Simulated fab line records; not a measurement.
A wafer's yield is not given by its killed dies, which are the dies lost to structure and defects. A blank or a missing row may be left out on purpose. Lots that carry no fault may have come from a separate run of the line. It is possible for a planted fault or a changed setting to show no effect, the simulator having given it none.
What tool caused it?	flow berkeleyCmos170	7 lots, 21 wafers sampled, at 3 steps of a route of 331

== WHAT THE GAUGES READ, wafer by wafer ==
UCB170_PSD_TW_MEAS_10.
lot	measured	on	PSD_TW
L299	day 6 15:05	filmMetro-04	2339 2362 2356
L302	day 7 03:27	filmMetro-04	2356 2350 2356
L304	day 8 01:22	filmMetro-01	30 30
L314	day 10 02:30	filmMetro-04	2379 2373 2371
L316	day 10 02:47	filmMetro-03	2366 2357 2377
L318	day 11 05:49	filmMetro-01	2318 2337 2345
L317	day 11 06:55	filmMetro-01	2332 2333 2333

== TOOL THAT RAN EACH LOT (tool first, then ch and the chambers of the sampled wafers, then the start) ==
lot	UCB170_NLDD_STRIP_10	UCB170_PSD_STRIP_09
L299	plasmaAsher-03 ch 0,1, day 6 06:59	plasmaAsher-04 ch 0,1, day 6 14:59
L302	plasmaAsher-02 ch 0,1, day 6 22:07	plasmaAsher-03 ch 0,1, day 7 03:21
L304	plasmaAsher-01 ch 0,1, day 7 17:38	plasmaAsher-04 ch 0, day 8 01:16
L314	plasmaAsher-02 ch 0,1, day 9 21:47	plasmaAsher-04 ch 0,1, day 10 02:24
L316	plasmaAsher-02 ch 0,1, day 9 22:19	plasmaAsher-02 ch 0,1, day 10 02:42
L318	plasmaAsher-01 ch 0,1, day 11 00:10	plasmaAsher-03 ch 0,1, day 11 05:43
L317	plasmaAsher-02 ch 0,1, day 11 00:56	plasmaAsher-02 ch 0,1, day 11 06:50
- UCB170_NLDD_STRIP_10: strips in O2.
- UCB170_PSD_STRIP_09: strips in O2.

== THE ANSWER, worked out from the rows above alone ==
Rule: usual is defined by the lots themselves. Put in order of their means at a reading, lots are off if they are a third of the lots or fewer, leave a main group of 4 or more, and stand apart from it by a gap of 3 or more times the standard deviation of the main group's means; of several such gaps the widest counts. If all means in a main group match to the digits the tables above print for the reading, that group is not used. A lot without any number at a reading at which 4 lots or more have one is off too. The other lots that the step has rows for count as sound.
Off: L304, seen at UCB170_PSD_TW_MEAS_10 (PSD_TW). The main group has a mean of 2352 with a standard deviation of 15.
A tool fits if, at a process step before that reading, it ran every lot that is off, and no sound lot after the first of them. Gauges at UCB170_PSD_TW_MEAS_10: tried the same way as those tools. Not one of the candidates tried fits.

== WHAT WAS PUT IN BY THE SIMULATOR ==
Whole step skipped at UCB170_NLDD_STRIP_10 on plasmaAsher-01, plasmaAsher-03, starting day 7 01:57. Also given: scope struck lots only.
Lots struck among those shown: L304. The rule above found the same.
